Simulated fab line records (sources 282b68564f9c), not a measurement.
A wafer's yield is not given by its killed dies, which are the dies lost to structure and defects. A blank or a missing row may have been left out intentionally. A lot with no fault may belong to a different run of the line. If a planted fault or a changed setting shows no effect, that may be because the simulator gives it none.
fab line records :: flow ritCmos
record
  lots=5
  wafers=15
  lastDay=8
route steps=202 shown GATE@77 FOX2@80 M1@202
lots untouched by any fault: they come from a run of this same line in which no faults occurred
startH: hours from the record's first day to the start of the lot's first wafer shown :: waitH: time in hours since the lot's previous step :: " identical to the entry in the row above :: L1.1+2: a row that stands for several wafers :: - no value present, or no start provided :: * or withheld: withheld :: < > ~ a bound
route shown NAME@n: a module of which the file shows steps, and the number in the route of the first :: usual: average and standard deviation across the fault-free wafers :: same: alike in all rows :: chamber/n: place in a boat :: sites: readings site by site :: _std_site: the values' standard deviation :: _edge_site: mean of outer sites minus mean of inner sites :: radiusMm: for every site, how far away it sits from the centre of the wafer :: mask NAME#n: copy n :: behind: the tool/chamber that last shaped the wafer :: hold: cause of the lot's hold/its duration in hours/its outcome :: device: which transistor (n, p or np) failed to switch :: end of line: at the end of the route, the tests of the same wafers :: step lacking rows: just its recipe :: killed: at the first sort, the dies lost to defects and structure; wafer yield is something else :: map: shows each die of a wafer: x if killed, . if not, _ if none is there
set.NAME: the setting that was run; set.NAME@STEP: the one run at that earlier step :: model.NAME: the simulator's own value behind a step, which no gauge read
lots at selected steps of the route; one table per step, one row per wafer
services: a tool's chamber out of use, with start hour (startH, from the record's first day; less than 0 if before it), hours out, and reason
## steps
# step RIT_GATE_CLEAN_02
# recipe
  chemistry=dHF
  dilution=50:1
  timeS=30
# step RIT_GATE_CLEAN_03
# recipe
  chemistry=SC2
  mix=3:3:50
  timeS=600
  tempC=75
  dry=n2Spin
# step RIT_GATE_CLEAN_04
# recipe
  chemistry=dHF
  dilution=50:1
  timeS=60
  dry=n2Spin
# step RIT_FOX2_THK_MEAS_91
# recipe
  reads=SiO2_of_FOX2_OXIDATION_00
# usual
  FIELD_OXIDE_LEFT_2_THK=257/5.9
lot.wafer: L340.2
tool: filmMetro-04
chamber: -
startH: 63.76
waitH: 0.0
FIELD_OXIDE_LEFT_2_THK[nm]: 246

lot.wafer: L340.4
tool: filmMetro-04
chamber: -
startH: 63.76
waitH: 0.0
FIELD_OXIDE_LEFT_2_THK[nm]: 251

lot.wafer: L340.5
tool: filmMetro-04
chamber: -
startH: 63.76
waitH: 0.0
FIELD_OXIDE_LEFT_2_THK[nm]: 245

lot.wafer: L344.3
tool: filmMetro-04
chamber: -
startH: 85.60
waitH: 0.0
FIELD_OXIDE_LEFT_2_THK[nm]: 257

lot.wafer: L344.4
tool: filmMetro-04
chamber: -
startH: 85.60
waitH: 0.0
FIELD_OXIDE_LEFT_2_THK[nm]: 251

lot.wafer: L344.5
tool: filmMetro-04
chamber: -
startH: 85.60
waitH: 0.0
FIELD_OXIDE_LEFT_2_THK[nm]: 257

lot.wafer: L347.2
tool: filmMetro-01
chamber: -
startH: 100.58
waitH: 0.0
FIELD_OXIDE_LEFT_2_THK[nm]: 254

lot.wafer: L347.3
tool: filmMetro-01
chamber: -
startH: 100.58
waitH: 0.0
FIELD_OXIDE_LEFT_2_THK[nm]: 251

lot.wafer: L347.6
tool: filmMetro-01
chamber: -
startH: 100.58
waitH: 0.0
FIELD_OXIDE_LEFT_2_THK[nm]: 255

lot.wafer: L356.2
tool: filmMetro-04
chamber: -
startH: 148.03
waitH: 0.0
FIELD_OXIDE_LEFT_2_THK[nm]: 257

lot.wafer: L356.4
tool: filmMetro-04
chamber: -
startH: 148.03
waitH: 0.0
FIELD_OXIDE_LEFT_2_THK[nm]: 252

lot.wafer: L356.5
tool: filmMetro-04
chamber: -
startH: 148.03
waitH: 0.0
FIELD_OXIDE_LEFT_2_THK[nm]: 249

lot.wafer: L357.1
tool: filmMetro-04
chamber: -
startH: 151.78
waitH: 0.0
FIELD_OXIDE_LEFT_2_THK[nm]: 254

lot.wafer: L357.2
tool: filmMetro-04
chamber: -
startH: 151.78
waitH: 0.0
FIELD_OXIDE_LEFT_2_THK[nm]: 253

lot.wafer: L357.5
tool: filmMetro-04
chamber: -
startH: 151.78
waitH: 0.0
FIELD_OXIDE_LEFT_2_THK[nm]: 250
# step RIT_GATE_OXIDATION_05
# recipe
  tempC=900
  ambient=O2
  targetThkA=30
  oxTimeS=270
# step RIT_GATE_ANNEAL_06
# recipe
  tempC=900
  timeS=600
  ambient=N2O
# step RIT_GATE_THK_MEAS_07
# recipe
  reads=SiO2_of_GATE_OXIDATION_05
# usual
  GATE_OXIDE_THK=2.99/0.068
lot.wafer: L340.2
tool: filmMetro-04
chamber: -
startH: 65.16
waitH: 0.0
GATE_OXIDE_THK[nm]: 2.87

lot.wafer: L340.4
tool: filmMetro-04
chamber: -
startH: 65.16
waitH: 0.0
GATE_OXIDE_THK[nm]: 2.90

lot.wafer: L340.5
tool: filmMetro-04
chamber: -
startH: 65.16
waitH: 0.0
GATE_OXIDE_THK[nm]: 2.83

lot.wafer: L344.3
tool: filmMetro-04
chamber: -
startH: 87.32
waitH: 0.0
GATE_OXIDE_THK[nm]: 2.93

lot.wafer: L344.4
tool: filmMetro-04
chamber: -
startH: 87.32
waitH: 0.0
GATE_OXIDE_THK[nm]: 2.95

lot.wafer: L344.5
tool: filmMetro-04
chamber: -
startH: 87.32
waitH: 0.0
GATE_OXIDE_THK[nm]: 2.99

lot.wafer: L347.2
tool: filmMetro-02
chamber: -
startH: 104.56
waitH: 0.0
GATE_OXIDE_THK[nm]: 3.03

lot.wafer: L347.3
tool: filmMetro-02
chamber: -
startH: 104.56
waitH: 0.0
GATE_OXIDE_THK[nm]: 3.03

lot.wafer: L347.6
tool: filmMetro-02
chamber: -
startH: 104.56
waitH: 0.0
GATE_OXIDE_THK[nm]: 3.04

lot.wafer: L356.2
tool: filmMetro-04
chamber: -
startH: 153.23
waitH: 0.0
GATE_OXIDE_THK[nm]: 2.98

lot.wafer: L356.4
tool: filmMetro-04
chamber: -
startH: 153.23
waitH: 0.0
GATE_OXIDE_THK[nm]: 3.03

lot.wafer: L356.5
tool: filmMetro-04
chamber: -
startH: 153.23
waitH: 0.0
GATE_OXIDE_THK[nm]: 2.99

lot.wafer: L357.1
tool: filmMetro-04
chamber: -
startH: 154.64
waitH: 0.0
GATE_OXIDE_THK[nm]: 3.11

lot.wafer: L357.2
tool: filmMetro-04
chamber: -
startH: 154.64
waitH: 0.0
GATE_OXIDE_THK[nm]: 3.02

lot.wafer: L357.5
tool: filmMetro-04
chamber: -
startH: 154.64
waitH: 0.0
GATE_OXIDE_THK[nm]: 3.12
# step RIT_GATE_CVD_08
# recipe
  material=poly-Si
  targetThkNm=250
  tempC=610
  precursor=SiH4
  timeS=2220
  pressureMtorr=300
  sih4FlowSccm=100
# step RIT_GATE_THK_MEAS_09
# recipe
  reads=poly-Si_of_GATE_CVD_08
# usual
  GATE_POLY_THK=250.0/2.5
lot.wafer: L340.2
tool: filmMetro-04
chamber: -
startH: 66.83
waitH: 0.0
GATE_POLY_THK[nm]: 246.4

lot.wafer: L340.4
tool: filmMetro-04
chamber: -
startH: 66.83
waitH: 0.0
GATE_POLY_THK[nm]: 247.1

lot.wafer: L340.5
tool: filmMetro-04
chamber: -
startH: 66.83
waitH: 0.0
GATE_POLY_THK[nm]: 245.9

lot.wafer: L344.3
tool: filmMetro-04
chamber: -
startH: 89.00
waitH: 0.0
GATE_POLY_THK[nm]: 246.0

lot.wafer: L344.4
tool: filmMetro-04
chamber: -
startH: 89.00
waitH: 0.0
GATE_POLY_THK[nm]: 244.3

lot.wafer: L344.5
tool: filmMetro-04
chamber: -
startH: 89.00
waitH: 0.0
GATE_POLY_THK[nm]: 246.2

lot.wafer: L347.2
tool: filmMetro-01
chamber: -
startH: 106.23
waitH: 0.0
GATE_POLY_THK[nm]: 253.4

lot.wafer: L347.3
tool: filmMetro-01
chamber: -
startH: 106.23
waitH: 0.0
GATE_POLY_THK[nm]: 253.1

lot.wafer: L347.6
tool: filmMetro-01
chamber: -
startH: 106.23
waitH: 0.0
GATE_POLY_THK[nm]: 250.0

lot.wafer: L356.2
tool: filmMetro-01
chamber: -
startH: 154.91
waitH: 0.0
GATE_POLY_THK[nm]: 246.6

lot.wafer: L356.4
tool: filmMetro-01
chamber: -
startH: 154.91
waitH: 0.0
GATE_POLY_THK[nm]: 247.3

lot.wafer: L356.5
tool: filmMetro-01
chamber: -
startH: 154.91
waitH: 0.0
GATE_POLY_THK[nm]: 249.8

lot.wafer: L357.1
tool: filmMetro-04
chamber: -
startH: 157.93
waitH: 0.0
GATE_POLY_THK[nm]: 251.8

lot.wafer: L357.2
tool: filmMetro-04
chamber: -
startH: 157.93
waitH: 0.0
GATE_POLY_THK[nm]: 252.1

lot.wafer: L357.5
tool: filmMetro-04
chamber: -
startH: 157.93
waitH: 0.0
GATE_POLY_THK[nm]: 251.0
# step RIT_GATE_HMDS_10
# recipe
  primeTimeS=60
  primeTempC=140
# step RIT_GATE_COAT_11
# recipe
  resist=NOVOLAK
  spinRpm=4250
  resistThkNm=850
# step RIT_GATE_SOFTBAKE_12
# recipe
  resist=NOVOLAK
  tempC=90
  timeS=60
# step RIT_GATE_EXPOSE_13
# recipe
  maskId=M6
  na=0.6
  sourceShape=conventional
  sigmaOuter=0.6
  targetCdNm=150
  doseMj=380
lot.wafer: L340.2+4+5
tool: ilineStepper-01
chamber: 0
startH: 67.47
waitH: 0.2
mask: M6#0

lot.wafer: L344.3+4+5
tool: ilineStepper-02
chamber: 0
startH: 89.53
waitH: 0.1
mask: M6#0

lot.wafer: L347.2+3+6
tool: ilineStepper-01
chamber: 0
startH: 106.88
waitH: 0.2
mask: M6_R1#0

lot.wafer: L356.2+4+5
tool: ilineStepper-01
chamber: 0
startH: 155.43
waitH: 0.1
mask: M6#0

lot.wafer: L357.1+2+5
tool: ilineStepper-01
chamber: 0
startH: 158.44
waitH: 0.1
mask: M6#0
# step RIT_GATE_PEB_14
# recipe
  resist=NOVOLAK
  tempC=withheld
  timeS=withheld
# step RIT_GATE_DEVELOP_15
# recipe
  resist=NOVOLAK
  developTimeS=50
  devTempC=23
# step RIT_GATE_CD_MEAS_16
# recipe
  targetCdNm=150
# usual
  cdNm=149.3/2.2
lot.wafer: L340.2
tool: cdSem-01
chamber: -
startH: 67.87
waitH: -
hold: -
cdNm: 146.7

lot.wafer: L340.4
tool: cdSem-01
chamber: -
startH: 67.87
waitH: -
hold: -
cdNm: 146.7

lot.wafer: L340.5
tool: cdSem-01
chamber: -
startH: 67.87
waitH: -
hold: -
cdNm: 148.7

lot.wafer: L344.3
tool: cdSem-02
chamber: -
startH: 89.93
waitH: -
hold: -
cdNm: 154.6

lot.wafer: L344.4
tool: cdSem-02
chamber: -
startH: 89.93
waitH: -
hold: -
cdNm: 153.1

lot.wafer: L344.5
tool: cdSem-02
chamber: -
startH: 89.93
waitH: -
hold: -
cdNm: 153.5

lot.wafer: L347.2
tool: cdSem-02
chamber: -
startH: 107.28
waitH: -
hold: awaitDispo/0.2h/release
cdNm: 137.3

lot.wafer: L347.3
tool: cdSem-02
chamber: -
startH: 107.28
waitH: -
hold: awaitDispo/0.2h/release
cdNm: 139.7

lot.wafer: L347.6
tool: cdSem-02
chamber: -
startH: 107.28
waitH: -
hold: awaitDispo/0.2h/release
cdNm: 138.8

lot.wafer: L347.2
tool: cdSem-02
chamber: -
startH: 107.56
waitH: 0.3
hold: -
cdNm: 137.2

lot.wafer: L347.3
tool: cdSem-02
chamber: -
startH: 107.56
waitH: 0.3
hold: -
cdNm: 139.8

lot.wafer: L347.6
tool: cdSem-02
chamber: -
startH: 107.56
waitH: 0.3
hold: -
cdNm: 138.9

lot.wafer: L356.2
tool: cdSem-02
chamber: -
startH: 155.93
waitH: -
hold: -
cdNm: 148.8

lot.wafer: L356.4
tool: cdSem-02
chamber: -
startH: 155.93
waitH: -
hold: -
cdNm: 147.3

lot.wafer: L356.5
tool: cdSem-02
chamber: -
startH: 155.93
waitH: -
hold: -
cdNm: 151.7

lot.wafer: L357.1
tool: cdSem-01
chamber: -
startH: 158.84
waitH: -
hold: -
cdNm: 143.1

lot.wafer: L357.2
tool: cdSem-01
chamber: -
startH: 158.84
waitH: -
hold: -
cdNm: 145.6

lot.wafer: L357.5
tool: cdSem-01
chamber: -
startH: 158.84
waitH: -
hold: -
cdNm: 146.2
# step RIT_GATE_OVL_MEAS_17
# usual
  GATE_OVL=-0.1/1.3
lot.wafer: L340.2
tool: overlay-02
chamber: -
startH: 67.97
waitH: 0.1
hold: -
GATE_OVL[nm]: 1.4

lot.wafer: L340.4
tool: overlay-02
chamber: -
startH: 67.97
waitH: 0.1
hold: -
GATE_OVL[nm]: 0.3

lot.wafer: L340.5
tool: overlay-02
chamber: -
startH: 67.97
waitH: 0.1
hold: -
GATE_OVL[nm]: 1.1

lot.wafer: L344.3
tool: overlay-01
chamber: -
startH: 90.02
waitH: 0.1
hold: -
GATE_OVL[nm]: 0.8

lot.wafer: L344.4
tool: overlay-01
chamber: -
startH: 90.02
waitH: 0.1
hold: -
GATE_OVL[nm]: 0.1

lot.wafer: L344.5
tool: overlay-01
chamber: -
startH: 90.02
waitH: 0.1
hold: -
GATE_OVL[nm]: 0.1

lot.wafer: L347.2
tool: overlay-01
chamber: -
startH: 109.56
waitH: 2.0
hold: awaitDispo/1.9h/release
GATE_OVL[nm]: 1.5

lot.wafer: L347.3
tool: overlay-01
chamber: -
startH: 109.56
waitH: 2.0
hold: awaitDispo/1.9h/release
GATE_OVL[nm]: -0.2

lot.wafer: L347.6
tool: overlay-01
chamber: -
startH: 109.56
waitH: 2.0
hold: awaitDispo/1.9h/release
GATE_OVL[nm]: 0.4

lot.wafer: L356.2
tool: overlay-02
chamber: -
startH: 156.03
waitH: 0.1
hold: -
GATE_OVL[nm]: -2.3

lot.wafer: L356.4
tool: overlay-02
chamber: -
startH: 156.03
waitH: 0.1
hold: -
GATE_OVL[nm]: -3.3

lot.wafer: L356.5
tool: overlay-02
chamber: -
startH: 156.03
waitH: 0.1
hold: -
GATE_OVL[nm]: -1.4

lot.wafer: L357.1
tool: overlay-01
chamber: -
startH: 158.96
waitH: 0.1
hold: -
GATE_OVL[nm]: -1.4

lot.wafer: L357.2
tool: overlay-01
chamber: -
startH: 158.96
waitH: 0.1
hold: -
GATE_OVL[nm]: -0.4

lot.wafer: L357.5
tool: overlay-01
chamber: -
startH: 158.96
waitH: 0.1
hold: -
GATE_OVL[nm]: -2.0
# step RIT_GATE_HARDBAKE_18
# recipe
  resist=NOVOLAK
  tempC=140
  timeS=60
# step RIT_GATE_ETCH_19
# recipe
  chemistry=SF6/CHF3/O2
  timeS=165
  SF6_flow_sccm=30
  CHF3_flow_sccm=30
  O2_flow_sccm=5
  target=poly-Si
  pressureMtorr=40
  rfW=160
  targetDepthA=3125
  overEtchFrac=0.25
  stopOn=SiO2
# usual
  drypumpMotorCurrentA=5.6/0.37
  oesProductAu=0.856/0.013
  throttleValvePct=10.28/0.15
lot.wafer: L340.2
tool: rieSi-01
chamber: 3
startH: 68.15
waitH: 0.1
drypumpMotorCurrentA: 5.7
oesProductAu: 0.834
rfHoursCounterH: 2
throttleValvePct: 10.32
model.GATE.cdNm: 146.6

lot.wafer: L340.4
tool: rieSi-01
chamber: 2
startH: 68.15
waitH: 0.1
drypumpMotorCurrentA: 5.1
oesProductAu: 0.855
rfHoursCounterH: 18
throttleValvePct: 10.30
model.GATE.cdNm: 146.5

lot.wafer: L340.5
tool: rieSi-01
chamber: 0
startH: 68.15
waitH: 0.1
drypumpMotorCurrentA: 5.3
oesProductAu: 0.847
rfHoursCounterH: -
throttleValvePct: 10.23
model.GATE.cdNm: 148.3

lot.wafer: L344.3
tool: rieSi-01
chamber: 3
startH: 90.20
waitH: 0.1
drypumpMotorCurrentA: 5.7
oesProductAu: 0.833
rfHoursCounterH: 2
throttleValvePct: 10.33
model.GATE.cdNm: 154.9

lot.wafer: L344.4
tool: rieSi-01
chamber: 2
startH: 90.20
waitH: 0.1
drypumpMotorCurrentA: 5.2
oesProductAu: 0.848
rfHoursCounterH: 19
throttleValvePct: 10.30
model.GATE.cdNm: 152.9

lot.wafer: L344.5
tool: rieSi-01
chamber: 2
startH: 90.20
waitH: 0.1
drypumpMotorCurrentA: 5.2
oesProductAu: 0.850
rfHoursCounterH: -
throttleValvePct: 10.31
model.GATE.cdNm: 153.5

lot.wafer: L347.2
tool: rieSi-02
chamber: 3
startH: 109.74
waitH: 0.1
drypumpMotorCurrentA: 5.5
oesProductAu: 0.852
rfHoursCounterH: 14
throttleValvePct: 10.03
model.GATE.cdNm: 137.1

lot.wafer: L347.3
tool: rieSi-02
chamber: 2
startH: 109.74
waitH: 0.1
drypumpMotorCurrentA: 6.2
oesProductAu: 0.858
rfHoursCounterH: 137
throttleValvePct: 10.31
model.GATE.cdNm: 139.7

lot.wafer: L347.6
tool: rieSi-02
chamber: 3
startH: 109.74
waitH: 0.1
drypumpMotorCurrentA: 5.5
oesProductAu: 0.844
rfHoursCounterH: -
throttleValvePct: 10.04
model.GATE.cdNm: 138.7

lot.wafer: L356.2
tool: rieSi-01
chamber: 0
startH: 156.21
waitH: 0.1
drypumpMotorCurrentA: 5.3
oesProductAu: 0.853
rfHoursCounterH: 1
throttleValvePct: 10.24
model.GATE.cdNm: 149

lot.wafer: L356.4
tool: rieSi-01
chamber: 3
startH: 156.21
waitH: 0.1
drypumpMotorCurrentA: 5.7
oesProductAu: 0.828
rfHoursCounterH: 3
throttleValvePct: 10.32
model.GATE.cdNm: 147.3

lot.wafer: L356.5
tool: rieSi-01
chamber: 1
startH: 156.21
waitH: 0.1
drypumpMotorCurrentA: 6.2
oesProductAu: 0.852
rfHoursCounterH: -
throttleValvePct: 10.60
model.GATE.cdNm: 151.7

lot.wafer: L357.1
tool: rieSi-02
chamber: 0
startH: 159.15
waitH: 0.1
drypumpMotorCurrentA: 5.7
oesProductAu: 0.880
rfHoursCounterH: 3
throttleValvePct: 10.33
model.GATE.cdNm: 142.7

lot.wafer: L357.2
tool: rieSi-02
chamber: 1
startH: 159.15
waitH: 0.1
drypumpMotorCurrentA: 5.3
oesProductAu: 0.867
rfHoursCounterH: 0
throttleValvePct: 10.11
model.GATE.cdNm: 145.4

lot.wafer: L357.5
tool: rieSi-02
chamber: 3
startH: 159.15
waitH: 0.1
drypumpMotorCurrentA: 5.5
oesProductAu: 0.850
rfHoursCounterH: -
throttleValvePct: 10.04
model.GATE.cdNm: 146.1
# step RIT_GATE_STRIP_20
# recipe
  chemistry=O2
  timeS=180
  resist=NOVOLAK
  platenTempC=withheld
  powerW=500
  pressureMtorr=4000
  o2FlowSccm=4000
# usual
  drypumpMotorCurrentA=5.74/0.24
  rfReflPowerW=6.8/1.1
lot.wafer: L340.2
tool: plasmaAsher-03
chamber: 0
startH: 68.26
waitH: 0.1
drypumpMotorCurrentA: 6.01
rfHoursCounterH: 42
rfReflPowerW: 4.9

lot.wafer: L340.4
tool: plasmaAsher-03
chamber: 1
startH: 68.26
waitH: 0.1
drypumpMotorCurrentA: 5.67
rfHoursCounterH: -
rfReflPowerW: 7.6

lot.wafer: L340.5
tool: plasmaAsher-03
chamber: 1
startH: 68.26
waitH: 0.1
drypumpMotorCurrentA: 5.66
rfHoursCounterH: -
rfReflPowerW: 7.8

lot.wafer: L344.3
tool: plasmaAsher-02
chamber: 1
startH: 90.36
waitH: 0.1
drypumpMotorCurrentA: 5.25
rfHoursCounterH: -
rfReflPowerW: 7.7

lot.wafer: L344.4
tool: plasmaAsher-02
chamber: 0
startH: 90.36
waitH: 0.1
drypumpMotorCurrentA: 6.05
rfHoursCounterH: -
rfReflPowerW: 7.8

lot.wafer: L344.5
tool: plasmaAsher-02
chamber: 1
startH: 90.36
waitH: 0.1
drypumpMotorCurrentA: 5.22
rfHoursCounterH: -
rfReflPowerW: 7.8

lot.wafer: L347.2
tool: plasmaAsher-03
chamber: 1
startH: 110.14
waitH: 0.4
drypumpMotorCurrentA: 5.67
rfHoursCounterH: 46
rfReflPowerW: 7.9

lot.wafer: L347.3
tool: plasmaAsher-03
chamber: 1
startH: 110.14
waitH: 0.4
drypumpMotorCurrentA: 5.67
rfHoursCounterH: -
rfReflPowerW: 7.7

lot.wafer: L347.6
tool: plasmaAsher-03
chamber: 1
startH: 110.14
waitH: 0.4
drypumpMotorCurrentA: 5.67
rfHoursCounterH: -
rfReflPowerW: 7.5

lot.wafer: L356.2
tool: plasmaAsher-02
chamber: 0
startH: 156.32
waitH: 0.1
drypumpMotorCurrentA: 6.05
rfHoursCounterH: 4
rfReflPowerW: 7.8

lot.wafer: L356.4
tool: plasmaAsher-02
chamber: 0
startH: 156.32
waitH: 0.1
drypumpMotorCurrentA: 6.07
rfHoursCounterH: -
rfReflPowerW: 7.9

lot.wafer: L356.5
tool: plasmaAsher-02
chamber: 0
startH: 156.32
waitH: 0.1
drypumpMotorCurrentA: 6.07
rfHoursCounterH: -
rfReflPowerW: 7.8

lot.wafer: L357.1
tool: plasmaAsher-03
chamber: 1
startH: 159.26
waitH: 0.1
drypumpMotorCurrentA: 5.65
rfHoursCounterH: 52
rfReflPowerW: 7.7

lot.wafer: L357.2
tool: plasmaAsher-03
chamber: 0
startH: 159.26
waitH: 0.1
drypumpMotorCurrentA: 6.01
rfHoursCounterH: 52
rfReflPowerW: 4.8

lot.wafer: L357.5
tool: plasmaAsher-03
chamber: 0
startH: 159.26
waitH: 0.1
drypumpMotorCurrentA: 6.04
rfHoursCounterH: -
rfReflPowerW: 5.2
# step RIT_M1_PROBE_99
# usual
  killedAtContacts=0.1/0.23
  killedAtFrontEnd=7/3.1
  killedDies=7/3.1
  killedOnRim=1.8/1.4
  killedOpen=3.3/2
  killedShort=3.6/1.9
# same
  grossDies=264
  killed_at_M0_to_M3=0
  killed_at_M4_up=0
  killedAtBackSide=0
  killedAtOther=0
lot.wafer: L340.2
tool: prober-02
chamber: -
startH: 88.11
waitH: 0.1
killedAtContacts: 0
killedAtFrontEnd: 9
killedDies: 9
killedOnRim: 3
killedOpen: 5
killedShort: 4

lot.wafer: L340.4
tool: prober-02
chamber: -
startH: 88.21
waitH: 0.2
killedAtContacts: 0
killedAtFrontEnd: 12
killedDies: 12
killedOnRim: 6
killedOpen: 7
killedShort: 5

lot.wafer: L340.5
tool: prober-02
chamber: -
startH: 88.26
waitH: 0.2
killedAtContacts: 0
killedAtFrontEnd: 7
killedDies: 7
killedOnRim: 3
killedOpen: 3
killedShort: 4

lot.wafer: L344.3
tool: prober-02
chamber: -
startH: 115.08
waitH: 0.2
killedAtContacts: 0
killedAtFrontEnd: 7
killedDies: 7
killedOnRim: 2
killedOpen: 3
killedShort: 4

lot.wafer: L344.4
tool: prober-02
chamber: -
startH: 115.13
waitH: 0.2
killedAtContacts: 0
killedAtFrontEnd: 10
killedDies: 10
killedOnRim: 3
killedOpen: 5
killedShort: 5

lot.wafer: L344.5
tool: prober-02
chamber: -
startH: 115.18
waitH: 0.2
killedAtContacts: 0
killedAtFrontEnd: 7
killedDies: 7
killedOnRim: 1
killedOpen: 4
killedShort: 3

lot.wafer: L347.2
tool: prober-01
chamber: -
startH: 134.88
waitH: 0.1
killedAtContacts: 1
killedAtFrontEnd: 10
killedDies: 11
killedOnRim: 3
killedOpen: 5
killedShort: 5

lot.wafer: L347.3
tool: prober-01
chamber: -
startH: 134.93
waitH: 0.2
killedAtContacts: 0
killedAtFrontEnd: 4
killedDies: 4
killedOnRim: 0
killedOpen: 1
killedShort: 3

lot.wafer: L347.6
tool: prober-01
chamber: -
startH: 135.08
waitH: 0.2
killedAtContacts: 0
killedAtFrontEnd: 5
killedDies: 5
killedOnRim: 0
killedOpen: 2
killedShort: 3
# killed by level:class
L340.2 GATE:geometricParticle:open=2 GATE:geometricParticle:short=2 SPACER:geometricParticle:open=2 FOX1:geometricParticle:short=1 FOX1:geometricParticle:open=1 SPACER:geometricParticle:short=1
L340.4 SPACER:geometricParticle:open=3 FOX2:geometricParticle:open=2 GATE:geometricParticle:open=2 SPACER:geometricParticle:short=2 FOX1:geometricParticle:short=1 FOX2:geometricParticle:short=1 GATE:geometricParticle:short=1
L340.5 GATE:geometricParticle:open=2 SPACER:geometricParticle:short=2 FOX2:geometricParticle:open=1 GATE:geometricParticle:short=1 SILICIDE:geometricParticle:short=1
L344.3 GATE:geometricParticle:short=3 GATE:geometricParticle:open=2 REOX:geometricParticle:short=1 REOX:geometricParticle:open=1
L344.4 GATE:geometricParticle:open=4 GATE:geometricParticle:short=3 FOX1:geometricParticle:short=1 REOX:geometricParticle:short=1 SILICIDE:geometricParticle:open=1
L344.5 REOX:geometricParticle:short=2 SPACER:geometricParticle:open=2 FOX2:geometricParticle:open=1 GATE:geometricParticle:short=1 GATE:geometricParticle:open=1
L347.2 FOX1:geometricParticle:short=2 GATE:geometricParticle:open=2 FOX1:geometricParticle:open=1 FOX2:geometricParticle:open=1 REOX:geometricParticle:open=1 REOX:geometricParticle:short=1 SPACER:geometricParticle:short=1 CONTACT:geometricParticle:short=1
L347.3 FOX1:geometricParticle:short=1 REOX:geometricParticle:short=1 SPACER:geometricParticle:open=1 SPACER:geometricParticle:short=1
L347.6 GATE:geometricParticle:short=1 GATE:geometricParticle:open=1 REOX:geometricParticle:short=1 SILICIDE:geometricParticle:short=1 SILICIDE:geometricParticle:open=1
## services
tool: ilineStepper-02
chamber: -
startH: 59.77
hours: 14.4
kind: repair

tool: plasmaAsher-03
chamber: -
startH: 92.75
hours: 3.4
kind: repair

tool: plasmaAsher-02
chamber: -
startH: 108.75
hours: 9.0
kind: pm

tool: plasmaAsher-02
chamber: 0
startH: 108.75
hours: 9.0
kind: ventCycle

tool: plasmaAsher-02
chamber: 1
startH: 108.75
hours: 9.0
kind: ventCycle

tool: plasmaAsher-02
chamber: 0
startH: 117.75
hours: -
kind: clean

tool: plasmaAsher-02
chamber: 1
startH: 117.75
hours: -
kind: clean

tool: rieSi-02
chamber: 2
startH: 128.05
hours: 5.3
kind: repair

tool: rieSi-02
chamber: 1
startH: 133.32
hours: -
kind: clean

tool: rieSi-02
chamber: 1
startH: 133.32
hours: 19.2
kind: scheduledDown

tool: rieSi-02
chamber: 1
startH: 133.32
hours: 19.2
kind: ventCycle

tool: plasmaAsher-03
chamber: -
startH: 150.50
hours: 1.7
kind: repair
## key
firstSign
  step=RIT_GATE_EXPOSE_13
  reading=mask
  direction=changed
effect
  step=RIT_GATE_CD_MEAS_16
  reading=visit
  direction=added
modelEffect
  step=RIT_GATE_ETCH_19
  value=GATE.cdNm
  without=150.5
  struck=138.5
metAt RIT_GATE_EXPOSE_13
struckWafers L347.2,L347.3,L347.6
testerLeftOut L347
onsetBetween 67.47 106.88
fault
  kind=wrongMask
  tool=any
  chamber=-
  onsetH=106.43
  steps=RIT_GATE_EXPOSE_13
  auxCopy=M6_R1#0
  cdOffsetNm=-12
  scope=struckLotsOnly
# testerLeftOut: of these lots the tester's yield and bins aren't shown, on N5 and GAA mostly nor the transistor test; their killed dies are dies lost to structure and defects alone, not to doping, threshold or leakage, so they don't give the yield
